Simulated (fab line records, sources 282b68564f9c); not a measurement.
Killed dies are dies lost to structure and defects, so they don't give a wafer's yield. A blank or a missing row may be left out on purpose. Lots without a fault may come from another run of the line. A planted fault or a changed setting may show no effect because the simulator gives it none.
A struck lot beside a sound one | flow rit_cmos | 20 steps out of a route of 202
Sound: wafers L576.1, L576.3, L576.6. Struck: wafers L586.3, L586.4, L586.5. The cause comes at the end.
At each step with rows: each side's tool, then ch and its chambers, then its first start. Under that, the readings that differ: sound wafers | struck wafers | difference of the means | sigmas: that difference in standard deviations of wafers without a fault.
alike: readings whose means differ by less than 2 such deviations, and words and numbers that are the same on both sides. not compared: withheld readings, readings that some wafer has no value for, bounds like >300 that may hide the same value, and numbers for which the record gives no deviation and whose values overlap.
The two part at a step that has a row with sigmas, a row that says differs or no value, or rows on one side only. Numbers that don't overlap but have no deviation are shown without sigmas and don't part them. A reading that every wafer of one side lacks parts them only if that side has two wafers or more.

first, 2 steps without rows for these wafers: RIT_NWELL_HARDBAKE_07 (time 120 s); RIT_NWELL_IMPLANT_08.
RIT_NWELL_STRIP_09: strips in O2, time 180 s.
  sound on plasma_asher-02 ch 0, day 2 18:23; struck on plasma_asher-02 ch 0,1, day 4 19:59
  reading             | sound          | struck         | difference | sigmas
  o2_flow_sccm (sccm) | 4028 4014 4020 | 4003 3988 3997 | -25        | -2
  alike: drypump_motor_current_A
  not compared: rf_hours_counter_h
RIT_NWELL_TW_MEAS_10:
  sound on film_metro-03, day 2 18:33; struck on film_metro-03, day 4 20:07
  alike: NWELL_TW
then, 6 steps without rows for these wafers: RIT_PWELL_HMDS_00 (prime time 60 s); RIT_PWELL_COAT_01 (resist thk 1300 nm); RIT_PWELL_SOFTBAKE_02 (time 60 s); RIT_PWELL_EXPOSE_03 (exposes mask M3, target cd 43700 nm); RIT_PWELL_PEB_04; RIT_PWELL_DEVELOP_05 (develop time 68 s).
RIT_PWELL_OVL_MEAS_06:
  sound on overlay-01, day 2 19:37; struck on overlay-02, day 4 21:03
  alike: PWELL_OVL
then, 1 step without rows for these wafers: RIT_PWELL_HARDBAKE_07 (time 120 s).
RIT_PWELL_IMPLANT_08:
  sound on implanter-03 ch 0, day 2 19:54; struck on implanter-03 ch 0, day 4 21:22
  reading            | sound                     | struck                           | difference  | sigmas
  dose_ions_cm2      | 6.993e+13 7e+13 6.999e+13 | 1.2433e+14 1.2429e+14 1.2434e+14 | +5.4347e+13 | +99 or more
  faraday_current_uA | 223 227 227               | 402 390 382                      | +166        | +36
  alike: beam_energy_keV
RIT_PWELL_STRIP_09: strips in O2, time 180 s.
  sound on plasma_asher-01 ch 0,1, day 2 20:03; struck on plasma_asher-02 ch 0,1, day 4 21:32
  alike: drypump_motor_current_A, o2_flow_sccm
  not compared: rf_hours_counter_h
RIT_PWELL_TW_MEAS_10:
  sound on film_metro-03, day 2 20:14; struck on film_metro-04, day 4 21:40
  reading  | sound       | struck         | difference | sigmas
  PWELL_TW | 942 945 944 | 1138 1135 1137 | +193       | +28
then, 1 step without rows for these wafers: RIT_WELLDRIVE_ANNEAL_00 (time 14700 s).
RIT_WELLDRIVE_RS_MEAS_01: measures by four-point-probe.
  sound on film_metro-01, day 3 01:22; struck on film_metro-03, day 5 02:50
  alike: NWELL_RS
RIT_WELLDRIVE_RS_MEAS_02: measures by four-point-probe.
  sound on film_metro-01, day 3 01:29; struck on film_metro-03, day 5 02:57
  reading           | sound             | struck            | difference | sigmas
  PWELL_RS (ohm/sq) | 433.3 430.3 432.1 | 302.2 301.1 301.5 | -130.3     | -99 or more
then, 1 step without rows for these wafers: RIT_NRETRO_HMDS_00 (prime time 60 s).
RIT_M1_PROBE_99:
  sound on prober-02, day 4 06:27; struck on prober-02, day 6 08:46
  reading                             | sound             | struck            | difference | sigmas
  model.etest.nmos_0p3.r_on_ohm_um    | 2123 2086 2140    | 2568 2590 2587    | +465       |
  model.etest.nmos_0p15.r_on_ohm_um   | 1171 1133 1184    | 1277 1292 1303    | +128       |
  model.etest.pwell_pinched.rs_ohm_sq | 466.9 456.3 458.6 | 312.4 319.7 317.5 | -144.1     |
  model.etest.nmos_turned.drive_ua_um | 321.8 325.4 321.1 | 214.5 217.6 213.1 | -107.7     |
  model.etest.nmos_0p15.drive_ua_um   | 479.7 482.7 470.2 | 369.6 378 370.2   | -104.9     |
  model.etest.pwell.rs_ohm_sq         | 418.3 411.2 412   | 285.9 290.4 287.6 | -125.9     |
  model.etest.nmos_narrow.drive_ua_um | 246.2 244.8 234.8 | 166.2 165.8 167.9 | -75.3      |
  model.etest.nmos_0p3.drive_ua_um    | 244 243.9 239.4   | 163.4 162.9 164.9 | -78.7      |
  alike: killed_at_contacts, killed_at_front_end, killed_dies, killed_open, killed_short

WHERE THEY PART
First at RIT_NWELL_STRIP_09; last, within this record, at RIT_WELLDRIVE_RS_MEAS_02. Later steps at which nothing parts them and some readings are alike: RIT_M1_PROBE_99.

WHY: what the simulator had put in
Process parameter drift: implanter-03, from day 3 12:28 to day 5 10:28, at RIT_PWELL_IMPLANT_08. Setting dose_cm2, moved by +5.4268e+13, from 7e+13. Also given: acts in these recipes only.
